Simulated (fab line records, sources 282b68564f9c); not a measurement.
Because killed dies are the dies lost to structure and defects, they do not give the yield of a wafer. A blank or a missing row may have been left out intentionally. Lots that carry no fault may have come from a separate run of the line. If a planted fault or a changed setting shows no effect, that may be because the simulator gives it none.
Split-lot experiment	flow ritCmos	23 wafers read from 5 lots, route of 202 steps

== ON THE SPLIT ==
At RIT_NRETRO_SOFTBAKE_02 (time 60 s), the setting tempC was moved away from the recipe's 90 C on 8 of the 23 wafers read, by -3.2% to +3.6%. The other wafers ran this setting at the recipe's value.

The file shows no step between the split and the reading.

== THE READING ==
NOVOLAK_of_NRETRO_COAT_01.thkNm (the simulator's own value, which no gauge read), in nm, at RIT_NRETRO_DEVELOP_05 (develop time 68 s). There is no usual value for it anywhere in the file. The 15 wafers here that ran the recipe average 1297 nm, standard deviation 2.8 nm.

wafer	tool, chamber at the split	tempC as run, C	against the recipe	NOVOLAK_of_NRETRO_COAT_01.thkNm, nm	against lot-mates on the recipe
L074.1	lithoTrack-03, 0	90	recipe	1300	-
L074.4	lithoTrack-03, 0	90	recipe	1299	-
L074.5	lithoTrack-03, 0	90	recipe	1301	-
L076.1	lithoTrack-01, 0	93.2	+3.6%	1286	-11
L076.2	lithoTrack-01, 0	90	recipe	1296	-
L076.4	lithoTrack-01, 0	90	recipe	1300	-
L076.5	lithoTrack-01, 0	90	recipe	1295	-
L076.6	lithoTrack-01, 0	93.2	+3.6%	1285	-12
L077.1	lithoTrack-02, 0	90	recipe	1303	-
L077.3	lithoTrack-02, 0	92.42	+2.7%	1293	-8
L077.4	lithoTrack-02, 0	92.42	+2.7%	1290	-10
L077.6	lithoTrack-02, 0	92.42	+2.7%	1290	-10
L077.5	lithoTrack-02, 0	90	recipe	1298	-
L081.1	lithoTrack-01, 0	90	recipe	1295	-
L081.2	lithoTrack-01, 0	90	recipe	1294	-
L081.4	lithoTrack-01, 0	90	recipe	1293	-
L081.5	lithoTrack-01, 0	90	recipe	1296	-
L081.6	lithoTrack-01, 0	90	recipe	1294	-
L083.1	lithoTrack-02, 0	90	recipe	1298	-
L083.3	lithoTrack-02, 0	87.14	-3.2%	1309	+11
L083.4	lithoTrack-02, 0	87.14	-3.2%	1310	+12
L083.5	lithoTrack-02, 0	87.14	-3.2%	1311	+13
L083.6	lithoTrack-02, 0	90	recipe	1298	-

FIT RESULTS
A straight line over all 23 wafers: NOVOLAK_of_NRETRO_COAT_01.thkNm changes by -3.36 nm for each +1% of tempC; r = -0.92; the points scatter about the line by 2.7 nm.
The same after taking each lot's own level away (the mean of its wafers on the recipe; 23 wafers): -3.54 nm for each +1%; r = -0.98; scatter 1.5 nm.
According to that fit, moving tempC by its largest amount changes the reading by 13 nm.
The lots' own levels span 1294.4 to 1300.5 nm, that is 2.2 times the standard deviation above.
The two slopes agree, so the slope changes little with the lot-to-lot level.
Check: -12.7 nm against its lot-mates is what the line predicts for one of the wafers moved furthest among these (+3.6%) when that wafer is left out of the fit. It came out at -11 nm against them.

== OTHER SPLITS ON THESE WAFERS ==
Other splits were also applied to these wafers ahead of the reading. Each is held against what the fit with the lots' levels taken away leaves over:
other split on the same wafers	wafers away from the commonest value	r with NOVOLAK_of_NRETRO_COAT_01.thkNm (lot level and that fit taken away)
RIT_ACTIVE_CVD_03 timeS	10	-0.03
RIT_ACTIVE_COAT_06 spinRpm	6	-0.10
RIT_FOX1_OXIDATION_00 oxTimeS	18	-0.03
RIT_NWELL_IMPLANT_08 doseCm2	6	+0.05
RIT_PWELL_DEVELOP_05 devTempC	8	+0.13

== FILE'S OWN FIT ==
NOVOLAK_of_NRETRO_COAT_01.thkNm changes by -3.52 nm for each +1% of tempC, r = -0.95.
